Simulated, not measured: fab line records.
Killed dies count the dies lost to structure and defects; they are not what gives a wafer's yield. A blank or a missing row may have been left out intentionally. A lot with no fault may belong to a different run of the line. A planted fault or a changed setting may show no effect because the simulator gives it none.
Split-lot experiment || flow berkeley-cmos170 || 5 lots, 23 wafers read, on a route of 331 steps

THE SPLIT
At UCB170_ACTIVE_CVD_05 (deposits Si3N4 from SiH2Cl2/NH3, target thk 220 nm, time 3300 s), the setting sih2cl2-flow-sccm was moved away from the recipe's 25 sccm on 15 of the 23 wafers read, by -12.2% to +10.8%. For the rest of the wafers, this setting stayed at what the recipe calls for.

Split to reading: the file shows no intervening step.

THE READING
At UCB170_ACTIVE_THK_MEAS_06: ACTIVE_NITRIDE_THK, given in nm. Typical for fault-free wafers on this fab line: 220.7 nm, with standard deviation 2.4 nm.

{"wafer": "L074.1", "tool, chamber at the split": "-, -", "sih2cl2-flow-sccm as run, sccm": 27.7, "against the recipe": "+10.8%", "ACTIVE_NITRIDE_THK, nm": 226.9, "against lot-mates on the recipe": "no lot-mate on the recipe"}
{"wafer": "L074.2", "tool, chamber at the split": "-, -", "sih2cl2-flow-sccm as run, sccm": 27.7, "against the recipe": "+10.8%", "ACTIVE_NITRIDE_THK, nm": 227.9, "against lot-mates on the recipe": "no lot-mate on the recipe"}
{"wafer": "L074.4", "tool, chamber at the split": "-, -", "sih2cl2-flow-sccm as run, sccm": 27.7, "against the recipe": "+10.8%", "ACTIVE_NITRIDE_THK, nm": 228.4, "against lot-mates on the recipe": "no lot-mate on the recipe"}
{"wafer": "L074.5", "tool, chamber at the split": "-, -", "sih2cl2-flow-sccm as run, sccm": 27.7, "against the recipe": "+10.8%", "ACTIVE_NITRIDE_THK, nm": 227.9, "against lot-mates on the recipe": "no lot-mate on the recipe"}
{"wafer": "L074.6", "tool, chamber at the split": "-, -", "sih2cl2-flow-sccm as run, sccm": 27.7, "against the recipe": "+10.8%", "ACTIVE_NITRIDE_THK, nm": 228.7, "against lot-mates on the recipe": "no lot-mate on the recipe"}
{"wafer": "L079.3", "tool, chamber at the split": "lpcvd-01, 1", "sih2cl2-flow-sccm as run, sccm": 25, "against the recipe": "recipe", "ACTIVE_NITRIDE_THK, nm": 222.1, "against lot-mates on the recipe": "-"}
{"wafer": "L079.4", "tool, chamber at the split": "lpcvd-01, 1", "sih2cl2-flow-sccm as run, sccm": 25, "against the recipe": "recipe", "ACTIVE_NITRIDE_THK, nm": 222.3, "against lot-mates on the recipe": "-"}
{"wafer": "L079.5", "tool, chamber at the split": "lpcvd-01, 1", "sih2cl2-flow-sccm as run, sccm": 25, "against the recipe": "recipe", "ACTIVE_NITRIDE_THK, nm": 221.4, "against lot-mates on the recipe": "-"}
{"wafer": "L077.1", "tool, chamber at the split": "-, -", "sih2cl2-flow-sccm as run, sccm": 21.96, "against the recipe": "-12.2%", "ACTIVE_NITRIDE_THK, nm": 213.5, "against lot-mates on the recipe": "no lot-mate on the recipe"}
{"wafer": "L077.2", "tool, chamber at the split": "-, -", "sih2cl2-flow-sccm as run, sccm": 21.96, "against the recipe": "-12.2%", "ACTIVE_NITRIDE_THK, nm": 213.0, "against lot-mates on the recipe": "no lot-mate on the recipe"}
{"wafer": "L077.3", "tool, chamber at the split": "-, -", "sih2cl2-flow-sccm as run, sccm": 21.96, "against the recipe": "-12.2%", "ACTIVE_NITRIDE_THK, nm": 212.6, "against lot-mates on the recipe": "no lot-mate on the recipe"}
{"wafer": "L077.5", "tool, chamber at the split": "-, -", "sih2cl2-flow-sccm as run, sccm": 21.96, "against the recipe": "-12.2%", "ACTIVE_NITRIDE_THK, nm": 214.0, "against lot-mates on the recipe": "no lot-mate on the recipe"}
{"wafer": "L077.6", "tool, chamber at the split": "-, -", "sih2cl2-flow-sccm as run, sccm": 21.96, "against the recipe": "-12.2%", "ACTIVE_NITRIDE_THK, nm": 215.0, "against lot-mates on the recipe": "no lot-mate on the recipe"}
{"wafer": "L080.1", "tool, chamber at the split": "-, -", "sih2cl2-flow-sccm as run, sccm": 25, "against the recipe": "recipe", "ACTIVE_NITRIDE_THK, nm": 223.5, "against lot-mates on the recipe": "-"}
{"wafer": "L080.3", "tool, chamber at the split": "-, -", "sih2cl2-flow-sccm as run, sccm": 25, "against the recipe": "recipe", "ACTIVE_NITRIDE_THK, nm": 222.8, "against lot-mates on the recipe": "-"}
{"wafer": "L080.4", "tool, chamber at the split": "-, -", "sih2cl2-flow-sccm as run, sccm": 25, "against the recipe": "recipe", "ACTIVE_NITRIDE_THK, nm": 220.7, "against lot-mates on the recipe": "-"}
{"wafer": "L080.5", "tool, chamber at the split": "-, -", "sih2cl2-flow-sccm as run, sccm": 25, "against the recipe": "recipe", "ACTIVE_NITRIDE_THK, nm": 221.8, "against lot-mates on the recipe": "-"}
{"wafer": "L080.6", "tool, chamber at the split": "-, -", "sih2cl2-flow-sccm as run, sccm": 25, "against the recipe": "recipe", "ACTIVE_NITRIDE_THK, nm": 223.1, "against lot-mates on the recipe": "-"}
{"wafer": "L081.1", "tool, chamber at the split": "-, -", "sih2cl2-flow-sccm as run, sccm": 22.11, "against the recipe": "-11.6%", "ACTIVE_NITRIDE_THK, nm": 214.5, "against lot-mates on the recipe": "no lot-mate on the recipe"}
{"wafer": "L081.2", "tool, chamber at the split": "-, -", "sih2cl2-flow-sccm as run, sccm": 22.11, "against the recipe": "-11.6%", "ACTIVE_NITRIDE_THK, nm": 213.8, "against lot-mates on the recipe": "no lot-mate on the recipe"}
{"wafer": "L081.3", "tool, chamber at the split": "-, -", "sih2cl2-flow-sccm as run, sccm": 22.11, "against the recipe": "-11.6%", "ACTIVE_NITRIDE_THK, nm": 214.9, "against lot-mates on the recipe": "no lot-mate on the recipe"}
{"wafer": "L081.4", "tool, chamber at the split": "-, -", "sih2cl2-flow-sccm as run, sccm": 22.11, "against the recipe": "-11.6%", "ACTIVE_NITRIDE_THK, nm": 215.0, "against lot-mates on the recipe": "no lot-mate on the recipe"}
{"wafer": "L081.6", "tool, chamber at the split": "-, -", "sih2cl2-flow-sccm as run, sccm": 22.11, "against the recipe": "-11.6%", "ACTIVE_NITRIDE_THK, nm": 214.0, "against lot-mates on the recipe": "no lot-mate on the recipe"}

THE FIT
A straight line over all 23 wafers: ACTIVE_NITRIDE_THK changes by +0.626 nm for each +1% of sih2cl2-flow-sccm; r = +0.99; the points scatter about the line by 0.9 nm.
Too few moved wafers with a lot-mate on the recipe to fit a line net of each lot's own level.

THE WHOLE CHAIN: every reading that the file lists as answering this split, in the file's order
{"step": "UCB170_ACTIVE_CVD_05", "what it does": "deposits Si3N4 from SiH2Cl2/NH3, target thk 220 nm, time 3300 s", "reading": "Si3N4_of_ACTIVE_CVD_05.thk-nm (the simulator's own value, which no gauge read)", "change (the file's fit)": "+0.627 nm for each +1% of the setting", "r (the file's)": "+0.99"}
{"step": "UCB170_ACTIVE_THK_MEAS_06", "what it does": "", "reading": "ACTIVE_NITRIDE_THK", "change (the file's fit)": "+0.627 for each +1% of the setting", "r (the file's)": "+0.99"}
{"step": "UCB170_ACTIVE_ETCH_15", "what it does": "etches Si3N4 in CH3F/Ar/O2, stops on SiO2, target depth 242 nm, time 151 s", "reading": "etch.depth-nm (the simulator's own value, which no gauge read)", "change (the file's fit)": "+0.627 nm for each +1% of the setting", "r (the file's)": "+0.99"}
{"step": "UCB170_FIELD_OXIDATION_01", "what it does": "target thk 558.3 nm, ox time 7200 s", "reading": "Si3N4_of_ACTIVE_CVD_05.thk-nm (the simulator's own value, which no gauge read)", "change (the file's fit)": "+0.589 nm for each +1% of the setting", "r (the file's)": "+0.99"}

FILE'S OWN FIT
ACTIVE_NITRIDE_THK changes by +0.627 nm for each +1% of sih2cl2-flow-sccm, r = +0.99.
